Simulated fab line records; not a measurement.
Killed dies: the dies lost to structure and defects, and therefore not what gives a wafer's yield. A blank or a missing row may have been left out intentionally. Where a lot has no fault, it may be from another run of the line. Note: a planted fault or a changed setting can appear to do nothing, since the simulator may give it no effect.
Which tool is to blame? | flow berkeley-cmos170 | 14 lots with 42 wafers sampled at 2 steps, on a route of 331 steps

WHAT EACH GAUGE READ, for each wafer
UCB170_GATE_CD_MEAS_90 targets a cd of 350 nm.
lot  | measured     | on        | cd-nm (nm)
L344 | day 7 18:35  | cd-sem-02 | 352.6 352.6 353.0
L345 | day 7 18:50  | cd-sem-02 | 350.0 350.8 349.8
L346 | day 8 07:12  | cd-sem-01 | 347.9 349.9 348.5
L348 | day 8 07:26  | cd-sem-01 | 349.9 351.5 350.9
L349 | day 8 07:38  | cd-sem-01 | 349.2 351.1 348.9
L352 | day 9 08:25  | cd-sem-01 | 346.5 346.5 344.9
L353 | day 9 13:02  | cd-sem-01 | 346.1 344.2 344.7
L359 | day 10 02:19 | cd-sem-02 | 348.2 350.9 347.8
L360 | day 11 02:37 | cd-sem-01 | 352.4 355.0 352.1
L363 | day 11 18:29 | cd-sem-01 | 348.9 348.8 351.1
L364 | day 11 18:46 | cd-sem-02 | 352.7 351.5 350.3
L366 | day 12 03:09 | cd-sem-01 | 349.1 350.3 349.3
L365 | day 12 03:13 | cd-sem-02 | 349.9 348.4 349.0
L367 | day 12 16:19 | cd-sem-02 | 352.0 354.7 352.3

EACH LOT AND THE TOOL THAT RAN IT (in order: tool; ch and the chambers of the sampled wafers; start)
lot  | UCB170_GATE_ETCH_14
L344 | rie-diel-02 ch 0,1, day 7 18:22
L345 | rie-diel-04 ch 0,1,2, day 7 18:38
L346 | rie-diel-01 ch 0,2,3, day 8 07:00
L348 | rie-diel-04 ch 1,2, day 8 07:14
L349 | rie-diel-01 ch 2,3, day 8 07:25
L352 | rie-diel-04 ch 0,1,2, day 9 08:13
L353 | rie-diel-04 ch 0,1,2, day 9 12:49
L359 | rie-diel-02 ch 0,2, day 10 02:05
L360 | rie-diel-02 ch 1,3, day 11 02:26
L363 | rie-diel-01 ch 0,1,3, day 11 18:18
L364 | rie-diel-02 ch 0,2, day 11 18:32
L366 | rie-diel-01 ch 0,2,3, day 12 02:54
L365 | rie-diel-02 ch 0,2,3, day 12 03:02
L367 | rie-diel-04 ch 1,2,3, day 12 15:50
- UCB170_GATE_ETCH_14: etches BARC in N2/H2.

WHAT THE TOOLS THEMSELVES READ (means of the sampled wafers that have a number; where no wafer has one, the mark that the record gives instead)
UCB170_GATE_ETCH_14.
lot  | tool        | drypump-motor-current-A (A) | oes-product-au (a.u.) | throttle-valve-pct (%)
L344 | rie-diel-02 | 5.4                         | 0.988                 | 13.52
L345 | rie-diel-04 | 5.7                         | 0.984                 | 13.38
L346 | rie-diel-01 | 5.4                         | 0.994                 | 13.33
L348 | rie-diel-04 | 5.9                         | 0.975                 | 13.36
L349 | rie-diel-01 | 5.2                         | 1.009                 | 13.48
L352 | rie-diel-04 | 5.7                         | 1.349                 | 13.39
L353 | rie-diel-04 | 5.7                         | 1.352                 | 13.40
L359 | rie-diel-02 | 5.8                         | 1.003                 | 13.45
L360 | rie-diel-02 | 5.6                         | 0.999                 | 13.46
L363 | rie-diel-01 | 5.4                         | 1.004                 | 13.22
L364 | rie-diel-02 | 5.8                         | 1.000                 | 13.45
L366 | rie-diel-01 | 5.5                         | 0.999                 | 13.33
L365 | rie-diel-02 | 5.9                         | 0.996                 | 13.50
L367 | rie-diel-04 | 5.9                         | 0.988                 | 13.30

THE ANSWER, worked out from the rows above alone
Rule: usual is defined by the lots themselves. Put in order of their means at a reading, lots are off if they are a third of the lots or fewer, leave a main group of 4 or more, and stand apart from it by a gap of 3 or more times the standard deviation of the main group's means; of several such gaps the widest counts. A main group whose means are all the same, to the digits that the tables above print for the reading, isn't used. Also off: a lot with no number at a reading for which 4 or more lots have one. All remaining lots with rows at the step are treated as sound. Order of review: gauges by route order, followed by the tools' own readings, for which a lot's mean as printed above is used. The first step at which some lot is off is used, and at that step the reading that is off furthest; a lot without a number counts as furthest.
Off: L352, L353 (UCB170_GATE_ETCH_14, oes-product-au). Main group: mean 0.995 a.u., sd 0.0092.
A tool fits if, at that step or a process step before it, it ran every lot that is off, and no sound lot after the first of them. No candidate that was tried fits.

WHAT WAS PUT IN BY THE SIMULATOR
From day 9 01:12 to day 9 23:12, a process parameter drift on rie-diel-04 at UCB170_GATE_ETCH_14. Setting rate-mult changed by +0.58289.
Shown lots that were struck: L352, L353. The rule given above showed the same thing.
